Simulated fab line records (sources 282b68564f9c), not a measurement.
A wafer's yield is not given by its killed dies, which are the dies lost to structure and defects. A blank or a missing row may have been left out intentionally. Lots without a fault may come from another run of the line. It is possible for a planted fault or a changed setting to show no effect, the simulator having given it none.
Struck lot and sound lot, side by side	flow ritCmos	21 out of 202 route steps
Sound: the wafers L117.1, L117.2, L117.3. The struck wafers were L125.1, L125.4, L125.5. The cause is given at the end.
Order at every step that has rows: each side's tool, ch and its chambers, its first start. Under that, the readings that differ: sound wafers	struck wafers	difference of the means	sigmas: that difference in standard deviations of wafers without a fault.
alike: readings whose means differ by less than 2 such deviations, and words and numbers that are the same on both sides. not compared: withheld readings, readings that some wafer has no value for, bounds like >300 that may hide the same value, and numbers for which the record gives no deviation and whose values overlap.
The two part at a step that has a row with sigmas, a row that says differs or no value, or rows on one side only. When numbers do not overlap yet have no deviation, they are printed without sigmas and do not part them. A reading missing from all wafers of one side parts the sides only when that side holds two or more wafers.

first, 6 steps without rows for these wafers: RIT_NWELL_HMDS_00 (prime time 60 s); RIT_NWELL_COAT_01 (resist thk 1300 nm); RIT_NWELL_SOFTBAKE_02 (time 60 s); RIT_NWELL_EXPOSE_03 (exposes mask M2, target cd 43900 nm); RIT_NWELL_PEB_04; RIT_NWELL_DEVELOP_05 (develop time 68 s).
RIT_NWELL_OVL_MEAS_06:
  struck on overlay-01, day 3 22:26; sound on overlay-02, day 2 05:34
  alike: NWELL_OVL
then, 2 steps without rows for these wafers: RIT_NWELL_HARDBAKE_07 (time 120 s); RIT_NWELL_IMPLANT_08.
RIT_NWELL_STRIP_09: strips in O2, time 180 s.
  sound on plasmaAsher-04 ch 0,1, day 2 06:00; struck on plasmaAsher-02 ch 0,1, day 3 22:53
  alike: drypumpMotorCurrentA, rfReflPowerW
  not compared: rfHoursCounterH
RIT_NWELL_TW_MEAS_10:
  struck on filmMetro-04, day 3 23:03; sound on filmMetro-02, day 2 06:10
  alike: NWELL_TW
then, 1 step without rows for these wafers: RIT_PWELL_HMDS_00 (prime time 60 s).
RIT_PWELL_COAT_01: resist thk 1300 nm.
  sound on lithoTrack-01 ch 0, day 2 06:23; struck on lithoTrack-04 ch 0, day 3 23:16
reading	sound	struck	difference	sigmas
spinSpeedRpm (rpm)	1999.7 2000.6 2001.0	1877.1 1878.6 1876.9	-122.9	-95
model.NOVOLAK_of_PWELL_COAT_01.thkNm (nm)	1300 1302 1300	1342 1340 1343	+41	
then, 4 steps without rows for these wafers: RIT_PWELL_SOFTBAKE_02 (time 60 s); RIT_PWELL_EXPOSE_03 (exposes mask M3, target cd 43700 nm); RIT_PWELL_PEB_04; RIT_PWELL_DEVELOP_05 (develop time 68 s).
RIT_PWELL_OVL_MEAS_06:
  struck on overlay-01, day 4 00:08; sound on overlay-02, day 2 07:14
  alike: PWELL_OVL
RIT_PWELL_HARDBAKE_07: time 120 s.
  sound on lithoTrack-03 ch 0, day 2 07:17; struck on lithoTrack-04 ch 0, day 4 00:10
reading	sound	struck	difference	sigmas
model.NOVOLAK_of_PWELL_COAT_01.thkNm (nm)	1137 1139 1137	1173 1171 1174	+35	
following that, these wafers have no rows for 1 step: RIT_PWELL_IMPLANT_08.
RIT_M1_PROBE_99:
  struck on prober-02, day 5 12:31; sound on prober-01, day 3 18:28
  alike: killed_at_M0_to_M3, killedAtContacts, killedAtFrontEnd, killedDies, killedOpen, killedShort

WHERE THEY PART
At RIT_PWELL_COAT_01 and nowhere else, as far as this record goes. Later steps at which nothing parts them and some readings are alike: RIT_PWELL_OVL_MEAS_06, RIT_M1_PROBE_99.

WHY: whatever the simulator had introduced
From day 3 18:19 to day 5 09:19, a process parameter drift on lithoTrack-04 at RIT_PWELL_COAT_01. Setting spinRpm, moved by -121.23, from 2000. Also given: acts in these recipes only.
